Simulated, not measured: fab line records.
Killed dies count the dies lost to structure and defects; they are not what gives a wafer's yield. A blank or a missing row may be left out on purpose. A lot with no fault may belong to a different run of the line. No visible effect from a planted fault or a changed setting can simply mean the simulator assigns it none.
Which tool is to blame? | flow rit cmos | 42 wafers from 14 lots sampled at 3 of the route's 202 steps

WHAT THE GAUGES READ, wafer by wafer
RIT_PWELL_OVL_MEAS_06. Usual: PWELL_OVL typically reads -0.2 nm, with standard deviation 1.3.
lot  | measured    | on         | PWELL_OVL (nm) | flag
L549 | day 2 08:08 | overlay-01 | 0.1 1.9 0.7    |
L550 | day 2 10:20 | overlay-02 | 1.7 1.5 2.6    |
L553 | day 2 23:01 | overlay-01 | - - -          | OFF
L554 | day 3 03:58 | overlay-02 | - - -          | OFF
L560 | day 4 10:01 | overlay-01 | 0.2 -0.3 -0.2  |
L561 | day 4 15:24 | overlay-01 | -0.4 -0.5 -1.2 |
L562 | day 4 20:57 | overlay-02 | 0.2 -0.6 -0.7  |
L563 | day 5 00:49 | overlay-02 | 0.4 -0.6 -0.1  |
L564 | day 5 06:04 | overlay-01 | -0.8 -2.4 -1.8 |
L565 | day 5 12:20 | overlay-02 | 0.1 0.3 0.6    |
L566 | day 5 16:49 | overlay-01 | -2.0 -2.1 -2.9 |
L567 | day 5 23:03 | overlay-01 | 3.6 0.8 1.0    |
L568 | day 6 02:29 | overlay-01 | -0.1 -0.8 -0.4 |
L569 | day 6 08:13 | overlay-02 | -1.3 -2.0 -0.5 |

TOOL THAT RAN EACH LOT (tool first, then ch and the chambers of the sampled wafers, then the start)
lot  | RIT_ACTIVE_ETCH_13                | RIT_PWELL_COAT_01
L549 | rie diel-02 ch 1,2,3, day 2 01:05 | litho track-01 ch 0, day 2 07:22
L550 | rie diel-03 ch 0,1,2, day 2 03:05 | litho track-03 ch 0, day 2 09:29
L553 | rie diel-03 ch 0,1,3, day 2 15:50 | litho track-03, day 2 22:06
L554 | rie diel-03 ch 0,1,3, day 2 20:43 | litho track-03, day 3 03:09
L560 | rie diel-03 ch 1,2,3, day 4 02:43 | litho track-03 ch 0, day 4 09:16
L561 | rie diel-03 ch 1,3, day 4 07:50   | litho track-01 ch 0, day 4 14:41
L562 | rie diel-02 ch 0,2, day 4 12:43   | litho track-04 ch 0, day 4 20:13
L563 | rie diel-04 ch 1,2, day 4 17:50   | litho track-03 ch 0, day 5 00:05
L564 | rie diel-03 ch 0,1,2, day 4 22:49 | litho track-04 ch 0, day 5 05:20
L565 | rie diel-02 ch 0,2,3, day 5 03:50 | litho track-03 ch 0, day 5 11:28
L566 | rie diel-02 ch 1,2, day 5 08:43   | litho track-03 ch 0, day 5 15:58
L567 | rie diel-04 ch 1,2,3, day 5 15:14 | litho track-01 ch 0, day 5 22:12
L568 | rie diel-03 ch 3, day 5 19:08     | litho track-03 ch 0, day 6 01:32
L569 | rie diel-02 ch 1,2, day 6 00:01   | litho track-04 ch 0, day 6 07:18
- RIT_ACTIVE_ETCH_13: etches Si3N4 in SF6, stops on SiO2, time 210 s, target depth 210 nm.
- RIT_PWELL_COAT_01: resist thk 1300 nm.

WHAT THE TOOLS THEMSELVES READ (means of the sampled wafers that have a number; where no wafer has one, the mark that the record gives instead)
RIT_ACTIVE_ETCH_13. Usual: drypump motor current A 5.8 A, standard deviation 0.44; oes product au 0.818 a.u., standard deviation 0.012; throttle valve pct 7.52 %, standard deviation 0.14.
lot  | tool        | drypump motor current A (A) | oes product au (a.u.) | throttle valve pct (%) | flag
L549 | rie diel-02 | 6.0                         | 0.819                 | 7.59                   |
L550 | rie diel-03 | 5.7                         | 0.820                 | 7.47                   |
L553 | rie diel-03 | 5.9                         | 0.821                 | 7.43                   |
L554 | rie diel-03 | 5.9                         | 0.821                 | 7.44                   |
L560 | rie diel-03 | 5.7                         | 0.838                 | 7.43                   |
L561 | rie diel-03 | 6.1                         | 0.831                 | 7.33                   |
L562 | rie diel-02 | 5.2                         | 0.829                 | 7.53                   |
L563 | rie diel-04 | 5.9                         | 0.822                 | 7.43                   |
L564 | rie diel-03 | 5.7                         | 0.809                 | 7.46                   |
L565 | rie diel-02 | 5.6                         | 0.806                 | 7.57                   |
L566 | rie diel-02 | 5.8                         | 0.807                 | 7.59                   |
L567 | rie diel-04 | 5.5                         | 0.815                 | 7.59                   |
L568 | rie diel-03 | 5.8                         | 0.835                 | 7.43                   |
L569 | rie diel-02 | 5.8                         | 0.807                 | 7.59                   |

RIT_PWELL_COAT_01. Usual: chill plate temp C 22.99 C, standard deviation 0.11; dispense pressure kPa 47.8 kPa, standard deviation 2.1.
lot  | tool           | chill plate temp C (C) | dispense pressure kPa (kPa) | flag
L549 | litho track-01 | 22.82                  | 45.1                        |
L550 | litho track-03 | 23.01                  | 49.2                        |
L553 | litho track-03 | -                      | -                           | OFF
L554 | litho track-03 | -                      | -                           | OFF
L560 | litho track-03 | 22.95                  | 49.3                        |
L561 | litho track-01 | 22.97                  | 45.1                        |
L562 | litho track-04 | 23.06                  | 49.5                        |
L563 | litho track-03 | 23.05                  | 49.3                        |
L564 | litho track-04 | 22.98                  | 49.5                        |
L565 | litho track-03 | 22.86                  | 49.3                        |
L566 | litho track-03 | 22.99                  | 49.3                        |
L567 | litho track-01 | 22.85                  | 45.1                        |
L568 | litho track-03 | 23.13                  | 49.3                        |
L569 | litho track-04 | 22.97                  | 49.5                        |

THE ANSWER, worked out from the rows above alone
Rule: a lot counts as off when the mean over its wafers that have a number is more than 3 standard deviations away from the usual mean. Also off: a lot with no number at a reading for which 4 or more lots have one. Any other lot the step has rows for is counted as sound. After the gauges, taken in route order, come the tools' own readings; for these a lot's mean is taken, as printed above. The first step at which some lot is off is used, and at that step the reading that is off furthest; a lot without a number counts as furthest.
Off: L553, L554, at RIT_PWELL_OVL_MEAS_06 (PWELL_OVL). Without a number there: L553, L554.
A tool fits if, at a process step before that reading, it ran every lot that is off, and no sound lot after the first of them. Not tried: the gauges at RIT_PWELL_OVL_MEAS_06; whatever is off there is also off at RIT_PWELL_COAT_01, on other tools, and gauge error can't account for it. Of those tried, none fits.

WHAT THE SIMULATOR PUT IN
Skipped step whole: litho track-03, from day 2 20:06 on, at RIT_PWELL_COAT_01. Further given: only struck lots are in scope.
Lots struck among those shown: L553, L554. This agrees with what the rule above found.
